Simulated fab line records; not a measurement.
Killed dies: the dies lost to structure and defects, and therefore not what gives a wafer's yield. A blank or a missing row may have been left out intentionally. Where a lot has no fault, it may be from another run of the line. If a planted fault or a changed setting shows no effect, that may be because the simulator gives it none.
Split-lot trial | flow berkeley-cmos170 | on a route of 331 steps: 5 lots, 27 wafers read

== SPLIT DETAILS ==
At UCB170_PLDD_DEVELOP_05 (develop time 45 s), the setting develop-time-s was moved away from the recipe's 45 s on 9 of the 27 wafers read, by -49.0% to +52.9%. For the rest of the wafers, this setting stayed at what the recipe calls for.

The file shows no step between the split and the reading.

== THE READING ==
cd-nm, in nm, at UCB170_PLDD_CD_MEAS_06 (target cd 1200 nm). Typical for fault-free wafers on this fab line: 1199.5 nm, with standard deviation 1.9 nm.

wafer  | tool, chamber at the split | develop-time-s as run, s | against the recipe | cd-nm, nm | against lot-mates on the recipe
L075.1 | litho-track-02, 0          | 45                       | recipe             | 1199.8    | -
L075.2 | litho-track-02, 0          | 45                       | recipe             | 1201.1    | -
L075.3 | litho-track-02, 0          | 45                       | recipe             | 1200.9    | -
L075.4 | litho-track-02, 0          | 45                       | recipe             | 1199.8    | -
L075.5 | litho-track-02, 0          | 45                       | recipe             | 1200.8    | -
L075.6 | litho-track-02, 0          | 45                       | recipe             | 1200.7    | -
L076.1 | litho-track-02, 0          | 45                       | recipe             | 1199.3    | -
L076.2 | litho-track-02, 0          | 45                       | recipe             | 1200.1    | -
L076.3 | litho-track-02, 0          | 22.94                    | -49.0%             | 1194.4    | -6.0
L076.4 | litho-track-02, 0          | 45                       | recipe             | 1201.7    | -
L076.5 | litho-track-02, 0          | 22.94                    | -49.0%             | 1193.7    | -6.7
L076.6 | litho-track-02, 0          | 22.94                    | -49.0%             | 1195.5    | -4.9
L078.1 | litho-track-03, 0          | 45                       | recipe             | 1196.7    | -
L078.2 | litho-track-03, 0          | 68.79                    | +52.9%             | 1198.4    | +2.3
L078.3 | litho-track-03, 0          | 45                       | recipe             | 1195.5    | -
L078.4 | litho-track-03, 0          | 68.79                    | +52.9%             | 1198.5    | +2.4
L078.5 | litho-track-03, 0          | 45                       | recipe             | 1196.1    | -
L078.6 | litho-track-03, 0          | 68.79                    | +52.9%             | 1200.9    | +4.8
L081.2 | litho-track-01, 0          | 45                       | recipe             | 1201.2    | -
L081.3 | litho-track-01, 0          | 45                       | recipe             | 1200.5    | -
L081.4 | litho-track-01, 0          | 45                       | recipe             | 1199.5    | -
L083.1 | litho-track-01, 0          | 33.66                    | -25.2%             | 1196.0    | -2.5
L083.2 | litho-track-01, 0          | 33.66                    | -25.2%             | 1195.7    | -2.8
L083.3 | litho-track-01, 0          | 45                       | recipe             | 1198.1    | -
L083.4 | litho-track-01, 0          | 33.66                    | -25.2%             | 1196.9    | -1.6
L083.5 | litho-track-01, 0          | 45                       | recipe             | 1198.8    | -
L083.6 | litho-track-01, 0          | 45                       | recipe             | 1198.5    | -

THE FIT
A straight line over all 27 wafers: cd-nm changes by +0.0506 nm for each +1% of develop-time-s; r = +0.56; the points scatter about the line by 2 nm.
The same after taking each lot's own level away (the mean of its wafers on the recipe; 27 wafers): +0.0863 nm for each +1%; r = +0.92; scatter 0.98 nm.
The reading moves by 4.6 nm for the largest change in develop-time-s, on that fit.
Measured against the standard deviation above, the lots' own levels, which go from 1196.10 to 1200.52 nm, span 2.3 times it.
So the lot-to-lot level blurs the effect unless lot-mates are compared.
Check: with one of the wafers moved furthest among these (+52.9%) left out of the fit, the line predicts +4.74 nm for it against its lot-mates. Against them it came out at +2.3 nm.

== THESE WAFERS: OTHER SPLITS ==
Note: prior to the reading, these wafers also went through further splits. Each is held against what the fit with the lots' levels taken away leaves over:
other split on the same wafers      | wafers away from the commonest value | r with cd-nm (lot level and that fit taken away)
UCB170_NWELL_ETCH_13 target-depth-a | 6                                    | -0.31

== FILE'S OWN FIT ==
cd-nm changes by +0.088 nm for each +1% of develop-time-s, r = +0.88.
